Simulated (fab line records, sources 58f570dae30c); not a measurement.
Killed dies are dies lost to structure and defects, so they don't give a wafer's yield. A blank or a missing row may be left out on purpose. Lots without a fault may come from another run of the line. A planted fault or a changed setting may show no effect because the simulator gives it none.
One fault seen from 2 desks | flow berkeley_cmos170 | each desk has only its own numbers; what lay behind them comes last

THE METROLOGY DESK
What the gauges read, lot by lot, whatever tool the lot ran on: means of the sampled wafers that have a number. A lot is out of limits, marked OUT, if its mean lies more than 4 standard deviations from the usual mean; the brackets give that distance.
Columns: A = PSD_OVL at UCB170_PSD_OVL_MEAS_07, usual -2 nm; B = cd_nm at UCB170_M1_CD_MEAS_09, usual 700.2 nm
lot  | first seen here | A   | B
L346 | day 6 11:50     | 3   | 700.6
L347 | day 6 19:00     | -10 | 699.7
L348 | day 6 19:05     | 7   | 698.5
L349 | day 6 19:13     | 1   | 700.8
L353 | day 7 22:58     | -5  | 699.9
L355 | day 8 06:47     | -3  | 703.6
L356 | day 8 23:14     | -11 | 700.6
L357 | day 8 23:18     | 6   | 699.4
L361 | day 9 21:38     | -10 | 699.2
L364 | day 10 02:53    | -6  | 700.1
L363 | day 10 03:09    | 9   | 700.8
L366 | day 10 15:56    | -3  | 700.4
L367 | day 11 01:53    | 9   | 700.5
This desk's finding: nothing out of limits on any of the 13 lots.

THE TOOL OWNER'S DESK: rie_diel-01
The tool's own readings at UCB170_M1_ETCH_11 (etches BARC in N2/H2): means of the sampled wafers that have a number, for each lot that ran on this tool. A lot is out of limits, marked OUT, if its mean lies more than 4 standard deviations from the usual mean; the brackets give that distance.
Columns: A = bias_w at UCB170_M1_ETCH_11, usual 99.99 W; B = drypump_motor_current_A at UCB170_M1_ETCH_11, usual 5.7 A; C = oes_product_au at UCB170_M1_ETCH_11, usual 1.002 a.u.; D = throttle_valve_pct at UCB170_M1_ETCH_11, usual 13.36 %
lot  | first seen here | A                | B   | C     | D
L355 | day 8 19:37     | 103.31 (+11) OUT | 5.6 | 1.019 | 13.42
This desk's finding: out of limits on L355; first on L355, day 8 19:37 (bias_w at UCB170_M1_ETCH_11). In limits: none.

PUT TOGETHER
The tool owner's desk could have raised an alarm at day 8 19:37, on L355.
The metrology desk saw nothing out of limits.
The metrology desk has L355 on record, within its limits.
Of the lots named, all ran UCB170_M1_ETCH_11 on rie_diel-01.

WHAT THE SIMULATOR HAD PUT IN
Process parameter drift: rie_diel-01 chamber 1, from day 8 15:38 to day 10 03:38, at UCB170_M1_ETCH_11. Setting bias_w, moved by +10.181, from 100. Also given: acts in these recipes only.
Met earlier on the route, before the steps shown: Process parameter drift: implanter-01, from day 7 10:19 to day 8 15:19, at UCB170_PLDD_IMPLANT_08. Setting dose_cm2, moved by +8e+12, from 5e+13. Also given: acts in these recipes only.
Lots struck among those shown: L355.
Hours from the fault's start to each desk's first reading out of limits: the tool owner's desk, 4.
